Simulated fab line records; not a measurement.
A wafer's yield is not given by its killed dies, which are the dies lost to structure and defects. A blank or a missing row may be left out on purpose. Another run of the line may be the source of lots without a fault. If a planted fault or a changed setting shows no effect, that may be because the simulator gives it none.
Problem report in the 8D (eight disciplines) form, filled by code    flow berkeley-cmos170    the parts of the form that need people (team, actions taken, sign-off) are left out

1. WHAT WENT WRONG
Wafers without a fault read 3500 mTorr, standard deviation 3.2; chamber-pressure-mTorr at UCB170_PSD_STRIP_09 reads a mean of 5250 mTorr on 4 wafers belonging to 2 lots. That is +99 or more standard deviations from the usual mean.
The step: strips in O2.
Seen first at day 10 23:45 on plasma-asher-02, wafer L534.3. Wafers with a number at this step in the record: 42, from 14 lots. Rule for "out", or "out of limits": more than 4 standard deviations from the usual mean. All remaining wafers that have a number are taken as sound.

2. WHAT IT IS, WHAT IT ISN'T
question                     is                              is not
which readings at this step  chamber-pressure-mTorr          drypump-motor-current-A, oes-product-au
which lots                   L533, L534                      L511, L512, L513, L515, L516, L520, L522, L523, L526, L527, L531, L532
which wafers of those lots   L533.1, L533.4, L534.3, L534.5  L533.3, L534.6
read on which tools          plasma-asher-02                 plasma-asher-03, plasma-asher-04
when                         from day 10 23:45               up to then (31 sound wafers); but 7 sound wafers of L531, L532, L533 came after

3. SUSPECTS, AND WHAT RULES EACH OUT
Counting: any tool at a process step up to the reading remains a suspect provided it ran every lot that is out. Sound lots after the first of them don't rule it out here, since some wafers of a struck lot are sound.
- plasma-asher-02 at UCB170_PSD_STRIP_09 (strips in O2): kept. Every lot that is out went through it, the first being L534 (day 10 23:45); the last sound lot it ran before that was L523 (day 9 16:05). Out on those wafers are its own readings of chamber-pressure-mTorr.
- The sound lot-mates ran in chamber 1 of plasma-asher-02 at UCB170_PSD_STRIP_09, but the wafers that are out ran in chamber 0.
Remaining after the count: plasma-asher-02 at UCB170_PSD_STRIP_09.

4. THE CAUSE (what the simulator had put in)
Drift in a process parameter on plasma-asher-02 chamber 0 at UCB170_PSD_STRIP_09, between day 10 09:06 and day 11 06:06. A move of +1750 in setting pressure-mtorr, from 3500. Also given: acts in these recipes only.
This tool alone remained once counting was done.

5. THE CHAIN OF EFFECTS, in route order
Each row: a reading where the mean over the struck wafers with a number is more than 3 standard deviations away from the usual. Scope: only readings with a usual standard deviation given in the record; hours: median across lots of the time from each lot's start at the first step in this table that gives one to its start at this step; sigmas: change in usual standard deviations.
hours  step                 reading                 usual       on struck wafers  change  sigmas
0      UCB170_PSD_STRIP_09  chamber-pressure-mTorr  3500 mTorr  5250              +1750   +99 or more
Its process steps:
- UCB170_PSD_STRIP_09: strips in O2.

6. HOW IT WOULD HAVE BEEN CAUGHT EARLIER
First out-of-limits reading in this record: day 10 23:45, which is 15 hours after fault onset at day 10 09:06.
